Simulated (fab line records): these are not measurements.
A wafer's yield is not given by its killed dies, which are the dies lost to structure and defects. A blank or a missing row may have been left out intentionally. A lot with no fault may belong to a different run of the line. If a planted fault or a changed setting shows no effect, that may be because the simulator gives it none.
Problem report in the 8D (eight disciplines) form, filled by code ; flow berkeley-cmos170 ; the parts of the form that need people (team, actions taken, sign-off) are left out

## 1. PROBLEM STATEMENT
rf-fwd-power-W at UCB170_ACTIVE_ETCH_15 reads a mean of 375.2 W on 2 wafers of 2 lots; wafers without a fault read 448.1 W with a standard deviation of 1.4. That puts it -52 standard deviations away from the usual mean.
The step: etches Si3N4 in CH3F/Ar/O2, stops on SiO2, target depth 242 nm, time 151 s.
Seen first at day 7 08:52 on rie-diel-03, wafer L641.4. The record has a number at this step for 42 wafers belonging to 14 lots. Rule for "out" (also "out of limits"): further than 4 standard deviations from the usual mean. The other wafers with a number count as sound.

## 2. WHAT IT IS; WHAT IT IS NOT
question;is;is not
which readings at this step;rf-fwd-power-W;drypump-motor-current-A, oes-product-au, throttle-valve-pct
which lots;L641, L645;L626, L627, L630, L631, L632, L633, L634, L635, L637, L639, L646, L649
which wafers of those lots;L641.4, L645.4;L641.3, L641.6, L645.1, L645.6
read on which tools;rie-diel-03;rie-diel-01, rie-diel-02
when;from day 7 08:52;"up to then (29 sound wafers); but 11 sound wafers of L639, L645, L646, L649 came after"

## 3. THE SUSPECTS, EACH WITH WHAT RULES IT OUT
Counting: any tool at a process step up to the reading remains a suspect provided it ran every lot that is out. Sound lots after the first of them don't rule it out here, since some wafers of a struck lot are sound.
- rie-diel-03 at UCB170_ACTIVE_ETCH_15 (etches Si3N4 in CH3F/Ar/O2, stops on SiO2, target depth 242 nm, time 151 s): kept. Ran every lot that is out, first one L641 (day 7 08:52); last sound lot up to then L635 (day 6 02:43). Its own readings are out on those wafers: rf-fwd-power-W.
- At UCB170_ACTIVE_ETCH_15 on rie-diel-03, chamber 1 took the sound wafers of the same lots and chamber 3 took the wafers that are out.
The count leaves rie-diel-03 at UCB170_ACTIVE_ETCH_15.

## 4. THE CAUSE (what the simulator had put in)
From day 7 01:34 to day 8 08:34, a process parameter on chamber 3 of rie-diel-03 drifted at UCB170_ACTIVE_ETCH_15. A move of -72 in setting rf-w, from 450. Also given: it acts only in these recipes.
This tool alone remained once counting was done.

## 5. THE EFFECT CHAIN, in route order
One row per reading whose mean, taken over the struck wafers that have a number, lies over 3 standard deviations from the usual. Only readings for which the record gives a usual standard deviation are gone through. hours: the time from each lot's start at the first step in this table that gives one to its start at this step, as a median over the lots. sigmas: the change in usual standard deviations.
hours;step;reading;usual;on struck wafers;change;sigmas
0;UCB170_ACTIVE_ETCH_15;rf-fwd-power-W;448.1 W;375.2;-72.9;-52
0;UCB170_ACTIVE_STRIP_16;strip-time-to-endpoint-s;18.37 s;18.69;+0.32;+3.5
The process steps in it:
- UCB170_ACTIVE_ETCH_15: etches Si3N4 in CH3F/Ar/O2, stops on SiO2, target depth 242 nm, time 151 s.
- UCB170_ACTIVE_STRIP_16: strips in O2.

## 6. WHAT WOULD HAVE CAUGHT IT SOONER
The fault began at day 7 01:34; the first out-of-limits reading in this record came at day 7 08:52, 7 hours later.
